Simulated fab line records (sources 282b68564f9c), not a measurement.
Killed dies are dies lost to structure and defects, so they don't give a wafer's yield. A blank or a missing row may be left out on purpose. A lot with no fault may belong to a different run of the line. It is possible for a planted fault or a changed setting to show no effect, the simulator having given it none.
Comparing a struck lot with a sound one    flow rit-cmos    15 out of 202 route steps
Sound: these wafers, L943.2, L943.4, L943.6. Struck: wafers L953.2, L953.5 (left out: L953.6, a lot-mate that was not struck); the cause follows at the end.
For every step that has rows: the tool of each side, followed by ch and its chambers, followed by its first start. Under that, the readings that differ: sound wafers    struck wafers    difference of the means    sigmas: that difference in standard deviations of wafers without a fault.
alike: same words and numbers on both sides, and readings whose means sit less than 2 such deviations apart. not compared: any withheld reading, any reading some wafer has no value for, any bound like >300 that may hide the same value, and any number with overlapping values for which the record gives no deviation.
A row with sigmas, a row that says differs or no value, or rows on one side alone: a step with any of these is where the two part. Non-overlapping numbers with no deviation appear without sigmas and do not part them. Lack of a reading on every wafer of one side parts them only where that side has two or more wafers.

RIT_M1_SPUTTER_00: material Al, target thk 400 nm, time 500 s.
  sound on pvd-sputter-01 at day 5 12:05; struck on pvd-sputter-01 at day 7 23:56
  alike: throttle-valve-pct
RIT_M1_RS_MEAS_01: measurement is done with a four-point probe.
  sound on film-metro-04 at day 5 12:24; struck on film-metro-04 at day 8 00:16
  alike: M1_AL_RS
RIT_M1_THK_MEAS_02: measures by xrf.
  sound on film-metro-04 at day 5 12:31; struck on film-metro-04 at day 8 00:22
  alike: M1_AL_THK
then, 6 steps without rows for these wafers: RIT_M1_HMDS_03 (prime time 60 s); RIT_M1_COAT_04 (resist thk 1281 nm); RIT_M1_SOFTBAKE_05 (time 60 s); RIT_M1_EXPOSE_06 (exposes mask M12, target cd 2600 nm); RIT_M1_PEB_07; RIT_M1_DEVELOP_08 (develop time 68 s).
RIT_M1_CD_MEAS_09 targets a cd of 2600 nm.
  sound on cd-sem-02 at day 5 13:35; struck on cd-sem-02 at day 8 01:20
reading     sound                 struck         difference  sigmas
cd-nm (nm)  2595.0 2594.5 2595.5  2599.4 2600.7  +5.1        +2
RIT_M1_OVL_MEAS_10:
  sound on overlay-02 at day 5 13:41; struck on overlay-01 at day 8 01:26
  alike: M1_OVL
then, 1 step without rows for these wafers: RIT_M1_HARDBAKE_11 (time 120 s).
RIT_M1_METAL_ETCH_12: etches Al in Cl2/BCl3, stops on SiO2, time 165 s, target depth 600 nm.
  sound on rie-metal-02 ch 0,1, day 5 13:58; struck on rie-metal-01 ch 0, day 8 01:43
reading                                  sound              struck       difference  sigmas
drypump-motor-current-A (A)              6.1 6.1 6.5        5.2 5.1      -1.1        -2
oes-product-au (a.u.)                    0.773 0.771 0.766  0.685 0.678  -0.089      -8
run-length-s (s)                         193.9 194.4 193.2  239.8 239.9  +46.0       +46
model.NOVOLAK_of_M1_COAT_04.thk-nm (nm)  790 787.2 790      688.5 691.7  -99.0       
model.M1.feature-depth-nm (nm)           434.3 429.7 429.9  442.4 444    +11.9       
  alike: throttle-valve-pct
  not compared: rf-hours-counter-h, model.SiO2_of_CONTACT_CVD_00.thk-nm
then, 1 step without rows for these wafers: RIT_M1_STRIP_13 (strips in nmp, time 600 s).
RIT_M1_PROBE_99:
  sound on prober-01 at day 5 16:16; struck on prober-01 at day 8 04:01
reading                                sound                       struck             difference  sigmas
model.etest.antenna-m1.vt-shift-v (V)  -0.01349 -0.01009 -0.01309  -0.02213 -0.02151  -0.00960    
  alike: defect-limited-yield, killed-at-contacts, killed-at-front-end, killed-dies, killed-open, killed-short, sort_bin_3_pad_short, sort_bin_5_function, sort_bin_6_memory, sort-n-pass, sort-yield-pct

== WHERE THEY PART ==
Earliest at RIT_M1_CD_MEAS_09; latest, in this record, at RIT_M1_METAL_ETCH_12. Later steps at which nothing parts them and some readings are alike: RIT_M1_PROBE_99.

WHY: what the simulator had put in
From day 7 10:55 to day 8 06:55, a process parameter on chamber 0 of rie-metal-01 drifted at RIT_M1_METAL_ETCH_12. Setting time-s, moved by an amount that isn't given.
